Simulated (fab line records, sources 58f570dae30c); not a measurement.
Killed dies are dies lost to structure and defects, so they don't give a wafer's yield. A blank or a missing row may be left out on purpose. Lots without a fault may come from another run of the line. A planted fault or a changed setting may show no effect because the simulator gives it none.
Which tool did it? | flow berkeley_cmos170 | 14 lots, 42 wafers sampled, at 5 steps of a route of 331

WHAT THE GAUGES READ, wafer by wafer
UCB170_M3_OVL_MEAS_16.
lot  | measured     | on         | M3_OVL (nm)
L854 | day 9 00:40  | overlay-01 | 10 12 4
L853 | day 9 05:52  | overlay-02 | 9 9 4
L855 | day 9 12:53  | overlay-02 | -1 -1 -2
L857 | day 9 08:30  | overlay-01 | -1 -8 -15
L858 | day 10 04:08 | overlay-02 | 8 6 6
L860 | day 10 09:16 | overlay-02 | -4 2 -12
L859 | day 10 09:58 | overlay-02 | -2 0 0
L862 | day 10 23:50 | overlay-01 | 8 9 11
L868 | day 11 21:05 | overlay-01 | 11 9 0
L871 | day 12 01:06 | overlay-01 | 0 -8 0
L869 | day 12 04:41 | overlay-02 | -1 -6 -6
L873 | day 12 20:13 | overlay-01 | 12 11 -2
L875 | day 12 23:56 | overlay-02 | -4 -5 -5
L876 | day 13 15:50 | overlay-01 | -5 -6 1

WHICH TOOL RAN EACH LOT (tool, then ch and the chambers of the sampled wafers, then the start)
lot  | UCB170_ACTIVE_ETCH_15             | UCB170_ACTIVE_STRIP_16              | UCB170_V1_ETCH_14                  | UCB170_V1_STRIP_15
L854 | rie_diel-04 ch 0,2,3, day 5 00:49 | plasma_asher-04 ch 0,1, day 5 00:55 | rie_diel-02 ch 1,3, day 8 14:29    | plasma_asher-04 ch 0,1, day 8 14:40
L853 | rie_diel-03 ch 2,3, day 5 01:03   | plasma_asher-02 ch 0, day 5 01:09   | rie_diel-04 ch 0,2,3, day 8 17:04  | plasma_asher-03 ch 0,1, day 8 17:14
L855 | rie_diel-04 ch 0,2, day 5 09:53   | plasma_asher-03 ch 1, day 5 09:59   | rie_diel-02 ch 1,2,3, day 9 02:50  | plasma_asher-04 ch 0,1, day 9 03:01
L857 | rie_diel-04 ch 0,1, day 5 16:36   | plasma_asher-04 ch 0,1, day 5 16:44 | rie_diel-01 ch 0,2,3, day 8 22:46  | plasma_asher-02 ch 0,1, day 8 22:58
L858 | rie_diel-03 ch 2,3, day 6 03:22   | plasma_asher-04 ch 0,1, day 6 03:28 | rie_diel-04 ch 2,3, day 9 16:53    | plasma_asher-02 ch 0,1, day 9 17:04
L860 | rie_diel-04 ch 0,2,3, day 6 10:16 | plasma_asher-03 ch 0,1, day 6 10:23 | rie_diel-04 ch 1,2, day 9 20:31    | plasma_asher-02 ch 0,1, day 9 20:44
L859 | rie_diel-04 ch 1,2,3, day 6 10:41 | plasma_asher-04 ch 0,1, day 6 10:49 | rie_diel-01 ch 0,1,3, day 10 00:49 | plasma_asher-03 ch 0,1, day 10 01:02
L862 | rie_diel-02 ch 2,3, day 6 20:11   | plasma_asher-02 ch 0,1, day 6 20:17 | rie_diel-02 ch 0,1,3, day 10 14:38 | plasma_asher-03 ch 0,1, day 10 14:49
L868 | rie_diel-03 ch 2,3, day 8 00:47   | plasma_asher-02 ch 0,1, day 8 00:55 | rie_diel-01 ch 1,2, day 11 10:22   | plasma_asher-02 ch 0,1, day 11 10:35
L871 | rie_diel-03 ch 0,1,3, day 8 09:20 | plasma_asher-02 ch 0,1, day 8 09:29 | rie_diel-04 ch 0,1, day 11 15:36   | plasma_asher-04 ch 0,1, day 11 15:49
L869 | rie_diel-04 ch 2,3, day 8 09:37   | plasma_asher-03 ch 0,1, day 8 09:45 | rie_diel-01 ch 1,2,3, day 11 19:49 | plasma_asher-02 ch 0,1, day 11 20:02
L873 | rie_diel-02 ch 1,2, day 9 04:17   | plasma_asher-03 ch 0, day 9 04:23   | rie_diel-04 ch 0,2,3, day 12 12:36 | plasma_asher-02 ch 0,1, day 12 12:47
L875 | rie_diel-04 ch 2,3, day 9 04:28   | plasma_asher-02 ch 0,1, day 9 04:34 | rie_diel-02 ch 2,3, day 12 14:19   | plasma_asher-02 ch 0,1, day 12 14:29
L876 | rie_diel-04 ch 0,1, day 9 13:23   | plasma_asher-02 ch 0,1, day 9 13:31 | rie_diel-02 ch 0,1,2, day 13 06:24 | plasma_asher-02 ch 0,1, day 13 06:37
- UCB170_ACTIVE_ETCH_15: etches Si3N4 in CH3F/Ar/O2, stops on SiO2, target depth 242 nm, time 151 s.
- UCB170_ACTIVE_STRIP_16: strips in O2.
- UCB170_V1_ETCH_14: etches SiO2 in CHF3/CF4/Ar, stops on Al, target depth 1250 nm, time 291 s.
- UCB170_V1_STRIP_15: strips in O2.

WHAT THE TOOLS THEMSELVES READ (means of the sampled wafers that have a number; where no wafer has one, the mark that the record gives instead)
UCB170_ACTIVE_ETCH_15.
lot  | tool        | drypump_motor_current_A (A) | oes_product_au (a.u.) | throttle_valve_pct (%)
L854 | rie_diel-04 | 5.6                         | 0.941                 | 7.99
L853 | rie_diel-03 | 6.1                         | 0.957                 | 8.13
L855 | rie_diel-04 | 5.9                         | 0.958                 | 7.86
L857 | rie_diel-04 | 5.2                         | 0.940                 | 8.06
L858 | rie_diel-03 | 5.6                         | 0.937                 | 8.08
L860 | rie_diel-04 | 5.6                         | 0.943                 | 7.99
L859 | rie_diel-04 | 5.8                         | 0.934                 | 8.02
L862 | rie_diel-02 | 5.9                         | 0.940                 | 8.14
L868 | rie_diel-03 | 5.7                         | 0.948                 | 8.09
L871 | rie_diel-03 | 6.0                         | 0.942                 | 8.00
L869 | rie_diel-04 | 5.7                         | 0.944                 | 8.04
L873 | rie_diel-02 | 5.6                         | 0.945                 | 8.20
L875 | rie_diel-04 | 5.7                         | 0.934                 | 8.04
L876 | rie_diel-04 | 5.4                         | 0.933                 | 8.11

UCB170_ACTIVE_STRIP_16.
lot  | tool            | drypump_motor_current_A (A) | o2_flow_sccm (sccm) | oes_product_au (a.u.) | strip_time_to_endpoint_s (s)
L854 | plasma_asher-04 | 5.39                        | 398.7               | 0.718                 | 18.00
L853 | plasma_asher-02 | 5.61                        | 398.8               | 0.716                 | 18.04
L855 | plasma_asher-03 | 5.83                        | 400.4               | 0.721                 | 18.08
L857 | plasma_asher-04 | 5.39                        | 400.6               | 0.721                 | 17.99
L858 | plasma_asher-04 | 5.41                        | 400.2               | 0.718                 | 18.04
L860 | plasma_asher-03 | 5.47                        | 400.7               | 0.720                 | 18.05
L859 | plasma_asher-04 | 5.38                        | 399.7               | 0.719                 | 17.93
L862 | plasma_asher-02 | 5.75                        | 401.1               | 0.719                 | 18.16
L868 | plasma_asher-02 | 5.89                        | 401.0               | 0.719                 | 18.02
L871 | plasma_asher-02 | 5.89                        | 400.1               | 0.721                 | 18.06
L869 | plasma_asher-03 | 5.49                        | 399.9               | 0.720                 | 18.06
L873 | plasma_asher-03 | 5.32                        | 400.8               | 0.724                 | 18.07
L875 | plasma_asher-02 | 5.89                        | 400.8               | 0.725                 | 18.08
L876 | plasma_asher-02 | 5.88                        | 400.7               | 0.716                 | 18.08

UCB170_V1_ETCH_14.
lot  | tool        | CHF3_flow_sccm (sccm) | drypump_motor_current_A (A) | oes_product_au (a.u.) | throttle_valve_pct (%)
L854 | rie_diel-02 | 45.12                 | 5.5                         | 0.861                 | 7.03
L853 | rie_diel-04 | 45.05                 | 5.6                         | 0.879                 | 6.89
L855 | rie_diel-02 | 44.95                 | 5.6                         | 0.869                 | 7.03
L857 | rie_diel-01 | 45.05                 | 5.6                         | 0.887                 | 6.92
L858 | rie_diel-04 | 45.07                 | 5.7                         | 0.874                 | 6.95
L860 | rie_diel-04 | 44.99                 | 5.9                         | 0.862                 | 6.92
L859 | rie_diel-01 | 45.03                 | 5.5                         | 0.874                 | 6.89
L862 | rie_diel-02 | 44.85                 | 5.8                         | 0.857                 | 7.00
L868 | rie_diel-01 | 44.98                 | 5.6                         | 0.783                 | 6.90
L871 | rie_diel-04 | 45.01                 | 5.4                         | 0.860                 | 6.99
L869 | rie_diel-01 | 44.91                 | 5.6                         | 0.795                 | 6.92
L873 | rie_diel-04 | 44.89                 | 5.6                         | 0.869                 | 6.90
L875 | rie_diel-02 | 44.92                 | 5.9                         | 0.873                 | 7.04
L876 | rie_diel-02 | 44.93                 | 5.7                         | 0.861                 | 7.06

UCB170_V1_STRIP_15.
lot  | tool            | drypump_motor_current_A (A) | o2_flow_sccm (sccm) | oes_product_au (a.u.) | strip_time_to_endpoint_s (s)
L854 | plasma_asher-04 | 5.33                        | 400.4               | 0.726                 | 15.35
L853 | plasma_asher-03 | 5.49                        | 400.5               | 0.721                 | 15.30
L855 | plasma_asher-04 | 5.40                        | 400.2               | 0.722                 | 15.34
L857 | plasma_asher-02 | 5.76                        | 400.8               | 0.723                 | 15.24
L858 | plasma_asher-02 | 5.76                        | 400.9               | 0.718                 | 15.43
L860 | plasma_asher-02 | 5.89                        | 400.1               | 0.722                 | 15.28
L859 | plasma_asher-03 | 5.68                        | 401.3               | 0.723                 | 15.27
L862 | plasma_asher-03 | 5.52                        | 400.1               | 0.722                 | 15.20
L868 | plasma_asher-02 | 5.89                        | 399.8               | 0.717                 | 13.61
L871 | plasma_asher-04 | 5.39                        | 400.1               | 0.725                 | 15.27
L869 | plasma_asher-02 | 5.74                        | 400.4               | 0.719                 | 13.79
L873 | plasma_asher-02 | 5.88                        | 398.4               | 0.722                 | 15.27
L875 | plasma_asher-02 | 5.74                        | 399.6               | 0.723                 | 15.26
L876 | plasma_asher-02 | 5.76                        | 399.6               | 0.724                 | 15.26

THE ANSWER, worked out from the rows above alone
Rule: what is usual is taken from the lots themselves. Put in order of their means at a reading, lots are off if they are a third of the lots or fewer, leave a main group of 4 or more, and stand apart from it by a gap of 3 or more times the standard deviation of the main group's means; of several such gaps the widest counts. A main group whose means are all the same, to the digits that the tables above print for the reading, isn't used. A lot without any number at a reading at which 4 lots or more have one is off too. The other lots that the step has rows for count as sound. The gauges are gone through in route order, then the tools' own readings, and for those a lot's mean is taken as printed above. The first step at which some lot is off is used, and at that step the reading that is off furthest; a lot without a number counts as furthest.
Off: L868, L869, at UCB170_V1_ETCH_14 (oes_product_au). The main group: mean 0.869 a.u., standard deviation 0.0086.
A tool fits if, at that step or a process step before it, it ran every lot that is off, and no sound lot after the first of them. One fits: rie_diel-01 at UCB170_V1_ETCH_14. Its last sound lot is L859 (day 10 00:49), its first lot that is off L868 (day 11 10:22): a fault that began between those two fits.
The tool's own readings at UCB170_V1_ETCH_14 bear it out: on the lots that are off they differ by more than 5 times the standard deviation of the sound lots' means. oes_product_au reads 0.789 a.u. there against 0.869 a.u. on the sound lots.

WHAT THE SIMULATOR HAD PUT IN
Process parameter drift: rie_diel-01, from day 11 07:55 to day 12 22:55, at UCB170_V1_ETCH_14. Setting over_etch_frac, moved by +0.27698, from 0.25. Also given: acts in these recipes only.
Lots struck among those shown: L868, L869. The rule above found the same.
